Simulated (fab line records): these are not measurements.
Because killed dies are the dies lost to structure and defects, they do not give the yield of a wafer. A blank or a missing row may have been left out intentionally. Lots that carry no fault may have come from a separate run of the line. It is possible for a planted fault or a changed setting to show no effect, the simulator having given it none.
Which tool was responsible? ; flow berkeleyCmos170 ; 14 lots with 42 wafers sampled at 5 steps, on a route of 331 steps

WHAT THE GAUGES READ, wafer by wafer
UCB170_NWELL_THK_MEAS_02. Usual: NWELL_OXIDE_THK 26.1 nm, standard deviation 0.48.
lot;measured;on;NWELL_OXIDE_THK (nm);flag
L826;day 1 19:15;filmMetro-03;25.4 25.5 25.6;
L827;day 2 00:34;filmMetro-03;26.9 26.9 26.5;
L828;day 2 06:37;filmMetro-02;26.6 26.3 25.9;
L830;day 2 17:34;filmMetro-03;25.5 25.7 26.3;
L831;day 3 00:37;filmMetro-03;26.7 26.6 26.5;
L832;day 3 10:11;filmMetro-03;26.9 27.0 26.9;
L833;day 3 11:31;filmMetro-03;25.9 26.1 26.0;
L834;day 3 18:49;filmMetro-03;26.2 25.8 26.0;
L835;day 3 18:50;filmMetro-04;26.4 26.4 26.3;
L836;day 3 23:38;filmMetro-02;26.3 26.8 26.9;
L837;day 4 11:07;filmMetro-02;26.3 26.7 26.5;
L840;day 4 19:13;filmMetro-04;26.3 26.1 26.3;
L842;day 5 04:46;filmMetro-02;25.7 25.7 25.6;
L843;day 5 12:33;filmMetro-02;25.8 25.6 25.4;

UCB170_PWELL_TW_MEAS_17. Usual: PWELL_TW 379, standard deviation 3.4.
lot;measured;on;PWELL_TW;flag
L826;day 2 19:37;filmMetro-02;378 376 377;
L827;day 3 01:23;filmMetro-01;379 378 377;
L828;day 3 12:34;filmMetro-02;379 378 379;
L830;day 3 18:19;filmMetro-02;378 378 378;
L831;day 4 01:37;filmMetro-02;377 376 376;
L832;day 4 09:12;filmMetro-02;375 378 375;
L833;day 4 22:32;filmMetro-04;384 386 385;
L834;day 4 22:27;filmMetro-04;385 384 388;
L835;day 4 22:11;filmMetro-04;386 384 385;
L836;day 5 05:35;filmMetro-01;377 378 375;
L837;day 5 15:28;filmMetro-04;383 381 383;
L840;day 5 20:39;filmMetro-01;376 377 376;
L842;day 6 04:12;filmMetro-01;316 314 316;OFF
L843;day 6 14:46;filmMetro-01;316 313 314;OFF

UCB170_CONTACT_CD_MEAS_15: the cd target is 700 nm. Usual: cdNm 700.0 nm, standard deviation 1.7.
lot;measured;on;cdNm (nm);flag
L826;day 6 10:43;cdSem-02;702.1 701.2 701.4;
L827;day 6 23:34;cdSem-01;701.5 701.9 700.5;
L828;day 7 12:22;cdSem-02;699.4 699.9 699.8;
L830;day 7 12:04;cdSem-02;699.7 698.5 699.7;
L831;day 7 22:19;cdSem-01;701.3 702.5 701.8;
L832;day 8 11:52;cdSem-02;697.9 699.0 697.3;
L833;day 8 20:02;cdSem-02;699.5 699.3 699.5;
L834;day 8 16:04;cdSem-02;698.6 698.0 698.5;
L835;day 8 21:49;cdSem-02;701.3 700.4 701.1;
L836;day 9 08:19;cdSem-02;699.2 700.9 699.8;
L837;day 9 21:45;cdSem-01;697.8 698.0 698.9;
L840;day 10 15:25;cdSem-02;698.0 696.8 698.1;
L842;day 10 15:42;cdSem-02;701.1 699.9 701.0;
L843;day 10 16:05;cdSem-02;700.7 702.1 702.2;

EACH LOT AND THE TOOL THAT RAN IT (in order: tool; ch and the chambers of the sampled wafers; start)
lot;UCB170_PWELL_IMPLANT_15;UCB170_SILICIDE_RTA_04
L826;implanter-02 ch 0, day 2 19:23;rtpAnneal-01 ch 0, day 6 06:57
L827;implanter-04 ch 0, day 3 01:10;rtpAnneal-02 ch 0, day 6 19:40
L828;implanter-03 ch 0, day 3 12:20;rtpAnneal-01 ch 0, day 7 07:37
L830;implanter-03 ch 0, day 3 18:04;rtpAnneal-02 ch 0, day 7 07:24
L831;implanter-04 ch 0, day 4 01:22;rtpAnneal-01 ch 0, day 7 18:14
L832;implanter-04 ch 0, day 4 08:56;rtpAnneal-02 ch 0, day 8 07:19
L833;implanter-04 ch 0, day 4 22:17;rtpAnneal-01 ch 0, day 8 15:54
L834;implanter-02 ch 0, day 4 22:12;rtpAnneal-01 ch 0, day 8 12:01
L835;implanter-03 ch 0, day 4 21:58;rtpAnneal-02 ch 0, day 8 15:54
L836;implanter-04 ch 0, day 5 05:20;rtpAnneal-01 ch 0, day 9 04:07
L837;implanter-04 ch 0, day 5 15:15;rtpAnneal-02 ch 0, day 9 17:43
L840;implanter-04 ch 0, day 5 20:24;rtpAnneal-01 ch 0, day 10 10:23
L842;implanter-04 ch 0, day 6 03:57;rtpAnneal-02 ch 0, day 10 10:34
L843;implanter-04 ch 0, day 6 14:31;rtpAnneal-02 ch 0, day 10 10:53
- UCB170_PWELL_IMPLANT_15
- UCB170_SILICIDE_RTA_04: time 15 s.

WHAT THE TOOLS THEMSELVES READ (means of the sampled wafers that have a number; where no wafer has one, the mark that the record gives instead)
UCB170_PWELL_IMPLANT_15. Usual: doseIonsCm2 5.001e+12, standard deviation 4.7e+09; faradayCurrentUA 15.9, standard deviation 0.31.
lot;tool;doseIonsCm2;faradayCurrentUA;flag
L826;implanter-02;4.997e+12;15.7;
L827;implanter-04;5.003e+12;16.1;
L828;implanter-03;5.003e+12;15.6;
L830;implanter-03;5.002e+12;15.8;
L831;implanter-04;5.004e+12;15.7;
L832;implanter-04;5.005e+12;15.7;
L833;implanter-04;5.002e+12;16.2;
L834;implanter-02;5.001e+12;16.0;
L835;implanter-03;4.999e+12;16.0;
L836;implanter-04;5.003e+12;16.2;
L837;implanter-04;5.002e+12;16.0;
L840;implanter-04;5.004e+12;15.7;
L842;implanter-04;2.701e+12;8.5;OFF
L843;implanter-04;2.706e+12;8.5;OFF

UCB170_SILICIDE_RTA_04. Usual: lampPowerPct 10.493 %, standard deviation 0.029; wafer_temp_C_max 653.1, standard deviation 0.63.
lot;tool;lampPowerPct (%);wafer_temp_C_max;flag
L826;rtpAnneal-01;10.463;652.7;
L827;rtpAnneal-02;10.526;652.4;
L828;rtpAnneal-01;10.475;653.2;
L830;rtpAnneal-02;10.534;652.3;
L831;rtpAnneal-01;10.464;653.0;
L832;rtpAnneal-02;10.526;652.7;
L833;rtpAnneal-01;10.469;653.5;
L834;rtpAnneal-01;10.466;652.9;
L835;rtpAnneal-02;10.530;652.9;
L836;rtpAnneal-01;10.470;653.2;
L837;rtpAnneal-02;10.525;652.5;
L840;rtpAnneal-01;10.472;653.7;
L842;rtpAnneal-02;10.527;653.1;
L843;rtpAnneal-02;10.522;652.9;

THE ANSWER, worked out from the rows above alone
Rule: take the mean of a lot's wafers that have a number; if it is more than 3 standard deviations from the usual mean, the lot is off. Also off: a lot with no number at a reading for which 4 or more lots have one. All remaining lots with rows at the step are treated as sound. First the gauges in route order, then the tools' own readings, where a lot's mean is used as printed above. The first step at which some lot is off is used, and at that step the reading that is off furthest; a lot without a number counts as furthest.
Off: at UCB170_PWELL_TW_MEAS_17 (PWELL_TW), L842, L843.
If a tool, at a process step before that reading, ran all the lots that are off and no sound lot after the first of them, it fits. The gauges at UCB170_PWELL_TW_MEAS_17 aren't tried: what is off there is off at UCB170_PWELL_IMPLANT_15 too, on other tools, and a gauge's error can't cause that. One fits: implanter-04 at UCB170_PWELL_IMPLANT_15. Its last sound lot is L840 (day 5 20:24), its first lot that is off L842 (day 6 03:57): a fault that began between those two fits.
The tool's own readings at UCB170_PWELL_IMPLANT_15 bear it out: on the lots that are off they differ by more than 5 times the standard deviation of the sound lots' means. doseIonsCm2 reads 2.704e+12 there against 5.002e+12 on the sound lots; faradayCurrentUA reads 8.5 there against 15.9 on the sound lots.

WHAT THE SIMULATOR HAD PUT IN
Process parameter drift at UCB170_PWELL_IMPLANT_15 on implanter-04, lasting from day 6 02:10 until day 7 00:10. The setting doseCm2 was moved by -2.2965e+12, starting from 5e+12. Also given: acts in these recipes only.
Struck lots among those shown: L842, L843. The rule above reached the same finding.
